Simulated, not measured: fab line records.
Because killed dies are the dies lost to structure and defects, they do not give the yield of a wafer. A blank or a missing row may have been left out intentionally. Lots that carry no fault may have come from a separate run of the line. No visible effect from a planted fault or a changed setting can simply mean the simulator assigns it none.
fab line records + flow rit-cmos
record:
- lots: 5
- wafers: 15
- last-day: 7
route steps=202 shown GATE@77 FOX2@80
lots that met no fault: taken from a fault-free run of the same line
start-h: the number of hours between the record's first day and the start of the first shown wafer of the lot + wait-h: hours from the lot's prior step to this one + " the same as in the row above + L1.1+2: a row that stands for several wafers + - value missing, or start not given + * or withheld: withheld + < > ~ a bound
route shown NAME@n: names a module that has steps shown in the file, with the first one's number in the route + usual: mean and standard deviation over wafers with no fault + same: alike in all rows + chamber/n: place in a boat + sites: the reading at each site + _std_site: the values' standard deviation + _edge_site: inner sites' mean taken away from outer sites' mean + radius-mm: for every site, how far away it sits from the centre of the wafer + mask NAME#n: copy n + behind: tool/chamber where the wafer was last shaped + hold: what put the lot on hold/how long, in hours/how the hold closed + device: transistor that didn't switch, given as n, p or np + end of line: the route-end tests of the same wafers + step lacking rows: just its recipe + killed: at the first sort, the dies lost to defects and structure; wafer yield is something else + map: shows each die of a wafer: x if killed, . if not, _ if none is there
set.NAME: the setting the step ran with; set.NAME@STEP: the setting that earlier step ran with + model.NAME: the simulator's own value behind a step, which no gauge read
a table for each step, a row for each wafer; lots at some steps of the route
services: when a tool's chamber went out of use (start-h, in hours from the record's first day, below 0 if earlier), for how many hours, and the reason
== steps ==
step: RIT_GATE_CLEAN_02
recipe:
- chemistry: dHF
- dilution: 50:1
- time-s: 30
step: RIT_GATE_CLEAN_03
recipe:
- chemistry: SC2
- mix: 3:3:50
- time-s: 600
- temp-c: 75
- dry: n2-spin
step: RIT_GATE_CLEAN_04
recipe:
- chemistry: dHF
- dilution: 50:1
- time-s: 60
- dry: n2-spin
step: RIT_FOX2_THK_MEAS_91
recipe:
- reads: SiO2_of_FOX2_OXIDATION_00
usual:
- FIELD_OXIDE_LEFT_2_THK: 255/6.2
| lot.wafer | tool          | chamber | start-h | wait-h | FIELD_OXIDE_LEFT_2_THK[nm] |
|-----------|---------------|---------|---------|--------|----------------------------|
| L589.3    | film-metro-02 | -       | 75.78   | 0.0    | 248                        |
| L589.5    | "             | -       | "       | "      | 252                        |
| L589.6    | "             | -       | "       | "      | 250                        |
| L595.1    | film-metro-02 | -       | 103.62  | 0.0    | 244                        |
| L595.3    | "             | -       | "       | "      | 243                        |
| L595.5    | "             | -       | "       | "      | 241                        |
| L600.3    | film-metro-01 | -       | 128.42  | 0.0    | 262                        |
| L600.4    | "             | -       | "       | "      | 258                        |
| L600.6    | "             | -       | "       | "      | 265                        |
| L601.3    | film-metro-04 | -       | 132.51  | 0.0    | 254                        |
| L601.4    | "             | -       | "       | "      | 250                        |
| L601.6    | "             | -       | "       | "      | 254                        |
| L604.2    | film-metro-04 | -       | 151.80  | 0.0    | 255                        |
| L604.3    | "             | -       | "       | "      | 257                        |
| L604.4    | "             | -       | "       | "      | 257                        |
step: RIT_GATE_OXIDATION_05
recipe:
- temp-c: 900
- ambient: O2
- target-thk-a: 30
- ox-time-s: 270
step: RIT_GATE_ANNEAL_06
recipe:
- temp-c: 900
- time-s: 600
- ambient: N2O
step: RIT_GATE_THK_MEAS_07
recipe:
- reads: SiO2_of_GATE_OXIDATION_05
usual:
- GATE_OXIDE_THK: 2.98/0.058
| lot.wafer | tool          | chamber | start-h | wait-h | GATE_OXIDE_THK[nm] |
|-----------|---------------|---------|---------|--------|--------------------|
| L589.3    | film-metro-01 | -       | 77.17   | 0.0    | 2.92               |
| L589.5    | "             | -       | "       | "      | 2.97               |
| L589.6    | "             | -       | "       | "      | 2.94               |
| L595.1    | film-metro-02 | -       | 105.04  | 0.0    | 2.96               |
| L595.3    | "             | -       | "       | "      | 3.07               |
| L595.5    | "             | -       | "       | "      | 3.03               |
| L600.3    | film-metro-02 | -       | 129.80  | 0.0    | 3.06               |
| L600.4    | "             | -       | "       | "      | 3.03               |
| L600.6    | "             | -       | "       | "      | 2.99               |
| L601.3    | film-metro-01 | -       | 136.45  | 0.0    | 2.98               |
| L601.4    | "             | -       | "       | "      | 2.97               |
| L601.6    | "             | -       | "       | "      | 2.97               |
| L604.2    | film-metro-01 | -       | 153.30  | 0.0    | 3.01               |
| L604.3    | "             | -       | "       | "      | 3.10               |
| L604.4    | "             | -       | "       | "      | 3.05               |
step: RIT_GATE_CVD_08
recipe:
- material: poly-Si
- target-thk-nm: 250
- temp-c: 610
- precursor: SiH4
- time-s: 2220
- pressure-mtorr: 300
- sih4-flow-sccm: 100
step: RIT_GATE_THK_MEAS_09
recipe:
- reads: poly-Si_of_GATE_CVD_08
usual:
- GATE_POLY_THK: 249.8/2.5
| lot.wafer | tool          | chamber | start-h | wait-h | GATE_POLY_THK[nm] |
|-----------|---------------|---------|---------|--------|-------------------|
| L589.3    | film-metro-02 | -       | 79.30   | 0.0    | 250.7             |
| L589.5    | "             | -       | "       | "      | 251.3             |
| L589.6    | "             | -       | "       | "      | 252.2             |
| L595.1    | film-metro-04 | -       | 106.71  | 0.0    | 251.3             |
| L595.3    | "             | -       | "       | "      | 250.2             |
| L595.5    | "             | -       | "       | "      | 249.8             |
| L600.3    | film-metro-02 | -       | 131.48  | 0.0    | 250.6             |
| L600.4    | "             | -       | "       | "      | 248.3             |
| L600.6    | "             | -       | "       | "      | 248.0             |
| L601.3    | film-metro-02 | -       | 138.12  | 0.0    | 252.3             |
| L601.4    | "             | -       | "       | "      | 251.6             |
| L601.6    | "             | -       | "       | "      | 249.3             |
| L604.2    | film-metro-02 | -       | 154.98  | 0.0    | 250.8             |
| L604.3    | "             | -       | "       | "      | 252.9             |
| L604.4    | "             | -       | "       | "      | 252.5             |
step: RIT_GATE_HMDS_10
recipe:
- prime-time-s: 60
- prime-temp-c: 140
step: RIT_GATE_COAT_11
recipe:
- resist: NOVOLAK
- spin-rpm: 4250
- resist-thk-nm: 850
step: RIT_GATE_SOFTBAKE_12
recipe:
- resist: NOVOLAK
- temp-c: 90
- time-s: 60
step: RIT_GATE_EXPOSE_13
recipe:
- mask-id: M6
- na: 0.6
- source-shape: conventional
- sigma-outer: 0.6
- target-cd-nm: 150
- dose-mj: 380
same:
- sigma-outer: 0.6
| lot.wafer  | tool             | chamber | start-h | wait-h | mask    |
|------------|------------------|---------|---------|--------|---------|
| L589.3+5+6 | iline-stepper-01 | 0       | 79.94   | 0.1    | M6_R1#0 |
| L595.1+3+5 | iline-stepper-02 | 0       | 107.22  | 0.1    | M6#0    |
| L600.3+4+6 | iline-stepper-01 | 0       | 132.13  | 0.2    | M6#0    |
| L601.3+4+6 | iline-stepper-02 | 0       | 138.79  | 0.2    | M6#0    |
| L604.2+3+4 | iline-stepper-01 | 0       | 155.63  | 0.2    | M6#0    |
step: RIT_GATE_PEB_14
recipe:
- resist: NOVOLAK
- temp-c: withheld
- time-s: withheld
step: RIT_GATE_DEVELOP_15
recipe:
- resist: NOVOLAK
- develop-time-s: 50
- dev-temp-c: 23
step: RIT_GATE_CD_MEAS_16
recipe:
- target-cd-nm: 150
usual:
- cd-nm: 148/3
| lot.wafer | tool      | chamber | start-h | wait-h | cd-nm |
|-----------|-----------|---------|---------|--------|-------|
| L589.3    | cd-sem-02 | -       | 80.56   | -      | 198   |
| L589.5    | "         | -       | "       | "      | 196   |
| L589.6    | "         | -       | "       | "      | 195   |
| L595.1    | cd-sem-01 | -       | 107.69  | -      | 145   |
| L595.3    | "         | -       | "       | "      | 144   |
| L595.5    | "         | -       | "       | "      | 146   |
| L600.3    | cd-sem-01 | -       | 132.54  | -      | 149   |
| L600.4    | "         | -       | "       | "      | 152   |
| L600.6    | "         | -       | "       | "      | 150   |
| L601.3    | cd-sem-01 | -       | 139.19  | -      | 147   |
| L601.4    | "         | -       | "       | "      | 147   |
| L601.6    | "         | -       | "       | "      | 146   |
| L604.2    | cd-sem-01 | -       | 156.03  | -      | 148   |
| L604.3    | "         | -       | "       | "      | 150   |
| L604.4    | "         | -       | "       | "      | 152   |
step: RIT_GATE_OVL_MEAS_17
usual:
- GATE_OVL: 0.6/1.5
| lot.wafer | tool       | chamber | start-h | wait-h | GATE_OVL[nm] |
|-----------|------------|---------|---------|--------|--------------|
| L589.3    | overlay-02 | -       | 80.66   | 0.1    | 1.1          |
| L589.5    | "          | -       | "       | "      | 1.3          |
| L589.6    | "          | -       | "       | "      | -0.3         |
| L595.1    | overlay-02 | -       | 107.81  | 0.1    | 3.1          |
| L595.3    | "          | -       | "       | "      | 2.7          |
| L595.5    | "          | -       | "       | "      | 2.7          |
| L600.3    | overlay-01 | -       | 132.63  | 0.1    | -1.3         |
| L600.4    | "          | -       | "       | "      | -0.4         |
| L600.6    | "          | -       | "       | "      | 0.5          |
| L601.3    | overlay-01 | -       | 139.29  | 0.1    | 0.6          |
| L601.4    | "          | -       | "       | "      | -0.1         |
| L601.6    | "          | -       | "       | "      | -0.2         |
| L604.2    | overlay-01 | -       | 156.13  | 0.1    | 0.6          |
| L604.3    | "          | -       | "       | "      | 0.6          |
| L604.4    | "          | -       | "       | "      | -0.6         |
step: RIT_GATE_HARDBAKE_18
recipe:
- resist: NOVOLAK
- temp-c: 140
- time-s: 60
step: RIT_GATE_ETCH_19
recipe:
- chemistry: SF6/CHF3/O2
- time-s: 165
- SF6_flow_sccm: 30
- CHF3_flow_sccm: 30
- O2_flow_sccm: 5
- target: poly-Si
- pressure-mtorr: 40
- rf-w: 160
- target-depth-a: 3125
- over-etch-frac: 0.25
- stop-on: SiO2
usual:
- chamber-pressure-mTorr: 40.00/0.038
- drypump-motor-current-A: 5.97/0.28
- oes-product-au: 0.850/0.011
- throttle-valve-pct: 10.25/0.14
| lot.wafer | tool      | chamber | start-h | wait-h | chamber-pressure-mTorr | drypump-motor-current-A | oes-product-au | rf-hours-counter-h | throttle-valve-pct | model.GATE.cd-nm |
|-----------|-----------|---------|---------|--------|------------------------|-------------------------|----------------|--------------------|--------------------|------------------|
| L589.3    | rie-si-01 | 2       | 80.88   | 0.1    | 39.97                  | 6.35                    | 0.848          | -                  | 10.24              | 197.5            |
| L589.5    | "         | 2       | "       | "      | 40.02                  | 6.34                    | 0.849          | -                  | 10.23              | 195.7            |
| L589.6    | "         | 1       | "       | "      | 40.00                  | 5.82                    | 0.872          | -                  | 10.26              | 194.6            |
| L595.1    | rie-si-02 | 3       | 108.00  | 0.1    | 40.01                  | 6.12                    | 0.864          | 0                  | 10.44              | 144.5            |
| L595.3    | "         | 1       | "       | "      | 40.00                  | 5.89                    | 0.846          | 40                 | 10.41              | 144.7            |
| L595.5    | "         | 1       | "       | "      | 40.08                  | 5.93                    | 0.837          | -                  | 10.42              | 145.5            |
| L600.3    | rie-si-01 | 1       | 132.80  | 0.1    | 39.98                  | 5.80                    | 0.841          | 0                  | 10.29              | 148.7            |
| L600.4    | "         | 0       | "       | "      | 40.05                  | 6.10                    | 0.842          | 55                 | 9.94               | 151.6            |
| L600.6    | "         | 3       | "       | "      | 39.98                  | 5.44                    | 0.847          | -                  | 10.05              | 150.3            |
| L601.3    | rie-si-02 | 1       | 139.46  | 0.1    | 40.04                  | 5.95                    | 0.857          | 40                 | 10.40              | 146.7            |
| L601.4    | "         | 3       | "       | "      | 40.01                  | 6.12                    | 0.859          | 1                  | 10.44              | 146.7            |
| L601.6    | "         | 0       | "       | "      | 40.03                  | 6.17                    | 0.843          | -                  | 10.26              | 145.7            |
| L604.2    | rie-si-01 | 1       | 156.31  | 0.1    | 40.02                  | 5.80                    | 0.850          | 0                  | 10.28              | 148.5            |
| L604.3    | "         | 0       | "       | "      | 40.01                  | 6.12                    | 0.851          | 55                 | 9.98               | 149.5            |
| L604.4    | "         | 2       | "       | "      | 39.94                  | 6.30                    | 0.846          | 4                  | 10.22              | 151.5            |
step: RIT_GATE_STRIP_20
recipe:
- chemistry: O2
- time-s: 180
- resist: NOVOLAK
- platen-temp-c: withheld
- power-w: 500
- pressure-mtorr: 4000
- o2-flow-sccm: 4000
usual:
- chamber-pressure-mTorr: 4000/3.7
- drypump-motor-current-A: 5.82/0.24
| lot.wafer | tool            | chamber | start-h | wait-h | chamber-pressure-mTorr | drypump-motor-current-A | rf-hours-counter-h |
|-----------|-----------------|---------|---------|--------|------------------------|-------------------------|--------------------|
| L589.3    | plasma-asher-03 | 0       | 81.05   | 0.1    | 3997                   | 5.67                    | -                  |
| L589.5    | "               | 0       | "       | "      | 3999                   | 5.68                    | -                  |
| L589.6    | "               | 1       | "       | "      | 4006                   | 5.96                    | -                  |
| L595.1    | plasma-asher-03 | 0       | 108.10  | 0.1    | 4001                   | 5.69                    | 45                 |
| L595.3    | "               | 0       | "       | "      | 3997                   | 5.67                    | -                  |
| L595.5    | "               | 1       | "       | "      | 4003                   | 5.96                    | -                  |
| L600.3    | plasma-asher-03 | 1       | 132.97  | 0.1    | 3993                   | 5.96                    | -                  |
| L600.4    | "               | 0       | "       | "      | 3998                   | 5.68                    | -                  |
| L600.6    | "               | 0       | "       | "      | 4003                   | 5.66                    | -                  |
| L601.3    | plasma-asher-03 | 0       | 139.63  | 0.1    | 4001                   | 5.67                    | -                  |
| L601.4    | "               | 1       | "       | "      | 4001                   | 5.98                    | -                  |
| L601.6    | "               | 0       | "       | "      | 4002                   | 5.67                    | -                  |
| L604.2    | plasma-asher-02 | 1       | 156.42  | 0.1    | 4006                   | 5.62                    | 40                 |
| L604.3    | "               | 1       | "       | "      | 4003                   | 5.63                    | -                  |
| L604.4    | "               | 0       | "       | "      | 3997                   | 6.37                    | -                  |
== services ==
| tool             | chamber | start-h | hours | kind           |
|------------------|---------|---------|-------|----------------|
| rie-si-02        | 3       | 64.89   | -     | clean          |
| rie-si-02        | 3       | 64.89   | 15.9  | scheduled-down |
| rie-si-02        | 3       | 64.89   | 15.9  | vent-cycle     |
| rie-si-01        | 0       | 67.43   | 24.0  | repair         |
| rie-si-01        | 3       | 74.38   | 10.1  | repair         |
| iline-stepper-02 | -       | 80.05   | 1.9   | repair         |
| iline-stepper-02 | 0       | 81.99   | -     | calibration    |
| rie-si-01        | 1       | 91.48   | -     | clean          |
| rie-si-01        | 1       | 91.48   | 29.1  | scheduled-down |
| rie-si-01        | 1       | 91.48   | 29.1  | vent-cycle     |
| rie-si-01        | 3       | 99.39   | 11.3  | repair         |
| rie-si-02        | -       | 134.64  | 2.8   | pm             |
| plasma-asher-03  | -       | 145.20  | 0.4   | repair         |
== key ==
first-sign:
- step: RIT_GATE_EXPOSE_13
- reading: mask
- direction: changed
effect:
- step: RIT_GATE_CD_MEAS_16
- reading: cd-nm
- direction: up
- sigmas: 16
- usual: 148
- struck: 196
model-effect:
- step: RIT_GATE_ETCH_19
- value: GATE.cd-nm
- without: 150.9
- struck: 195.9
met-at RIT_GATE_EXPOSE_13
struck-wafers L589.3,L589.5,L589.6
later-rows-left-out L589.3,L589.5,L589.6
sort-left-out L589.3,L589.5,L589.6
tester-left-out L589
fault:
- kind: wrong-mask
- tool: any
- chamber: -
- onset-h: 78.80
- steps: RIT_GATE_EXPOSE_13
- aux-copy: M6_R1#0
- cd-offset-nm: 45
- scope: struck-lots-only
tester-left-out: of these lots the tester's yield and bins aren't shown, on N5 and GAA mostly nor the transistor test; their killed dies are dies lost to structure and defects alone, not to doping, threshold or leakage, so they don't give the yield
sort-left-out: the simulated sort isn't trusted on such a fault, so these wafers' sort isn't shown, and their yield isn't known
later-rows-left-out: the simulator's readings of these wafers behind a module that went badly wrong aren't trusted and aren't shown, but for the sort
